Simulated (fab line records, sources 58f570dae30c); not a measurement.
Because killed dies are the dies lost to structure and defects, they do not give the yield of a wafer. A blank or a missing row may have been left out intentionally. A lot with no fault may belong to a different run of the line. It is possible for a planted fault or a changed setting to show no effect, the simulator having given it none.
Which tool is to blame?	flow berkeleyCmos170	Sampling: 7 lots, 21 wafers, 2 of 331 route steps

== WHAT EACH GAUGE READ, for each wafer ==
UCB170_NWELL_THK_MEAS_05.
lot	measured	on	NWELL_NITRIDE_THK (nm)
L849	day 2 07:02	filmMetro-01	222.5 223.2 224.0
L851	day 3 00:19	filmMetro-04	82.8 81.8 81.8
L853	day 3 07:13	filmMetro-01	226.8 225.8 226.0
L861	day 5 01:49	filmMetro-03	226.2 223.7 224.7
L867	day 6 02:17	filmMetro-04	223.1 224.4 221.4
L869	day 6 14:11	filmMetro-01	216.9 220.1 216.9
L871	day 6 22:23	filmMetro-01	226.7 224.6 224.3

== TOOL THAT RAN EACH LOT (tool first, then ch and the chambers of the sampled wafers, then the start) ==
lot	UCB170_NWELL_CVD_04
L849	lpcvd-01 ch 1, day 2 05:06
L851	lpcvd-01 ch 0, day 2 22:22
L853	lpcvd-02 ch 1, day 3 05:17
L861	lpcvd-02 ch 1, day 4 21:26
L867	lpcvd-01 ch 0, day 6 00:20
L869	lpcvd-01 ch 0, day 6 12:16
L871	lpcvd-01 ch 1, day 6 20:28
- UCB170_NWELL_CVD_04: deposits Si3N4 from SiH2Cl2/NH3, target thk 224 nm, time 3360 s.

== THE ANSWER, worked out from the rows above alone ==
Rule: the usual values come from the lots themselves. The widest of any qualifying gaps counts: lots, ordered by their means at a reading, are off when they make up no more than a third of the lots, leave a main group of 4 or more, and stand apart from it by 3 or more times the standard deviation of that group's means. The tables above print the reading to a certain number of digits; a main group whose means all agree to those digits is not used. A lot without any number at a reading at which 4 lots or more have one is off too. Where the step has rows for the other lots, those lots are counted as sound.
Off: L851, at UCB170_NWELL_THK_MEAS_05 (NWELL_NITRIDE_THK). Mean 223.4 nm and standard deviation 2.7 in the main group.
If a tool, at a process step before that reading, ran all the lots that are off and no sound lot after the first of them, it fits. The gauges at UCB170_NWELL_THK_MEAS_05 are tried like those tools. Not one of the candidates tried fits.

== WHAT THE SIMULATOR HAD PUT IN ==
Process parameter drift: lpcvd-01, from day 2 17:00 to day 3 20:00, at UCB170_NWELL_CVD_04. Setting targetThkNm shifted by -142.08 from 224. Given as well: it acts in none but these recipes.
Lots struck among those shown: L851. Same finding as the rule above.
